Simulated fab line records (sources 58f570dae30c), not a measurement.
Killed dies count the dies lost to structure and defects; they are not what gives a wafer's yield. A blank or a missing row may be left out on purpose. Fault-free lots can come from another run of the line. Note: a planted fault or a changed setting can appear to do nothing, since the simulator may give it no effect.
The tool behind it: which one? + flow berkeley_cmos170 + 7 lots with 21 wafers sampled at 2 steps, on a route of 331 steps

## WHAT THE GAUGES READ, wafer by wafer
UCB170_PWELL_TW_MEAS_17.
| lot  | measured    | on            | PWELL_TW    |
|------|-------------|---------------|-------------|
| L211 | day 4 05:32 | film_metro-04 | 375 375 376 |
| L209 | day 4 06:04 | film_metro-02 | 379 379 380 |
| L216 | day 5 07:10 | film_metro-01 | 374 375 374 |
| L219 | day 5 20:16 | film_metro-01 | 371 372 372 |
| L220 | day 6 04:28 | film_metro-01 | 373 371 369 |
| L227 | day 7 14:35 | film_metro-04 | 406 407 406 |
| L230 | day 8 16:22 | film_metro-04 | 380 377 378 |

## WHAT TOOL EACH LOT RAN ON (gives the tool, then ch and the chambers of the sampled wafers, and finally the start)
| lot  | UCB170_PWELL_IMPLANT_15        |
|------|--------------------------------|
| L211 | implanter-04 ch 0, day 4 05:19 |
| L209 | implanter-01 ch 0, day 4 05:49 |
| L216 | implanter-03 ch 0, day 5 06:56 |
| L219 | implanter-01 ch 0, day 5 20:01 |
| L220 | implanter-04 ch 0, day 6 04:13 |
| L227 | implanter-03 ch 0, day 7 14:21 |
| L230 | implanter-04 ch 0, day 8 16:07 |
- UCB170_PWELL_IMPLANT_15

## THE ANSWER, worked out from the rows above alone
Rule: the lots themselves supply what counts as usual. Put in order of their means at a reading, lots are off if they are a third of the lots or fewer, leave a main group of 4 or more, and stand apart from it by a gap of 3 or more times the standard deviation of the main group's means; of several such gaps the widest counts. A main group whose means are all the same, to the digits that the tables above print for the reading, isn't used. Also off: a lot with no number at a reading for which 4 or more lots have one. The other lots that the step has rows for count as sound.
Off: L227, at UCB170_PWELL_TW_MEAS_17 (PWELL_TW). Main group: mean 375, sd 3.1.
If a tool, at a process step before that reading, ran all the lots that are off and no sound lot after the first of them, it fits. The gauges at UCB170_PWELL_TW_MEAS_17 are tried like those tools. One fits: UCB170_PWELL_IMPLANT_15 on implanter-03. Its last sound lot is L216 (day 5 06:56), its first lot that is off L227 (day 7 14:21): a fault that began between those two fits.

## WHAT THE SIMULATOR PUT IN
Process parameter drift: implanter-03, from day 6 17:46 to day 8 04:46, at UCB170_PWELL_IMPLANT_15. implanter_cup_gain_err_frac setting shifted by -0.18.
Lots struck among those shown: L227. The rule above found the same.
